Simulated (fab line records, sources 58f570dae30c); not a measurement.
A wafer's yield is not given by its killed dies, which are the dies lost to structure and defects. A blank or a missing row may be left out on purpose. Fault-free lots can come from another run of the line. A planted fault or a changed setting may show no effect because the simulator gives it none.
The tool behind it: which one? ; flow berkeley-cmos170 ; 14 lots, 42 wafers sampled, at 2 steps of a route of 331

== WHAT THE GAUGES READ, wafer by wafer ==
UCB170_PSD_OVL_MEAS_07.
lot;measured;on;PSD_OVL (nm)
L734;day 5 18:44;overlay-01;5 0 4
L735;day 6 18:45;overlay-01;5 6 2
L737;day 7 04:16;overlay-02;4 -6 -4
L736;day 7 04:23;overlay-01;-2 1 0
L739;day 7 04:41;overlay-01;6 10 10
L740;day 7 20:16;overlay-02;5 1 5
L748;day 9 08:22;overlay-01;-9 -6 -8
L747;day 9 08:30;overlay-02;4 7 11
L751;day 10 08:42;overlay-01;4 8 7
L752;day 10 17:38;overlay-01;1 1 -3
L753;day 10 17:43;overlay-02;-9 -5 1
L754;day 10 22:04;overlay-02;4 9 6
L755;day 11 08:50;overlay-01;0 -2 -1
L757;day 11 08:58;overlay-02;3 3 9

UCB170_NSD_TW_MEAS_10.
lot;measured;on;NSD_TW
L734;day 5 20:49;film-metro-04;4240 4265 4241
L735;day 6 21:36;film-metro-02;4136 4146 4143
L737;day 7 06:40;film-metro-04;4247 4245 4251
L736;day 7 07:07;film-metro-04;4256 4236 4284
L739;day 7 06:53;film-metro-01;4295 4298 4289
L740;day 7 23:22;film-metro-01;4280 4257 4272
L748;day 9 10:33;film-metro-04;4260 4233 4266
L747;day 9 10:38;film-metro-01;4260 4250 4264
L751;day 10 10:46;film-metro-01;4203 4202 4213
L752;day 10 20:09;film-metro-01;4211 4195 4196
L753;day 10 21:03;film-metro-02;4152 4130 4140
L754;day 11 00:01;film-metro-04;4278 4301 4283
L755;day 11 11:11;film-metro-02;4154 4152 4123
L757;day 11 11:26;film-metro-01;4224 4224 4221

== WHAT TOOL EACH LOT RAN ON (gives the tool, then ch and the chambers of the sampled wafers, and finally the start) ==
There is no process step in the record ahead of these readings.

== WHAT THE TOOLS THEMSELVES READ (means of the sampled wafers that have a number; where no wafer has one, the mark that the record gives instead) ==
The record holds no such reading with a usual standard deviation.

== THE ANSWER, worked out from the rows above alone ==
Rule: usual is defined by the lots themselves. The widest of any qualifying gaps counts: lots, ordered by their means at a reading, are off when they make up no more than a third of the lots, leave a main group of 4 or more, and stand apart from it by 3 or more times the standard deviation of that group's means. The tables above print the reading to a certain number of digits; a main group whose means all agree to those digits is not used. A lot without any number at a reading at which 4 lots or more have one is off too. All remaining lots with rows at the step are treated as sound. Order of review: gauges by route order, followed by the tools' own readings, for which a lot's mean as printed above is used. At the first step where some lot is off, the reading lying furthest off is the one used; lots without a number count as furthest.
No lot is off at any reading shown: from this, nothing can be told.

== WHAT THE SIMULATOR PUT IN ==
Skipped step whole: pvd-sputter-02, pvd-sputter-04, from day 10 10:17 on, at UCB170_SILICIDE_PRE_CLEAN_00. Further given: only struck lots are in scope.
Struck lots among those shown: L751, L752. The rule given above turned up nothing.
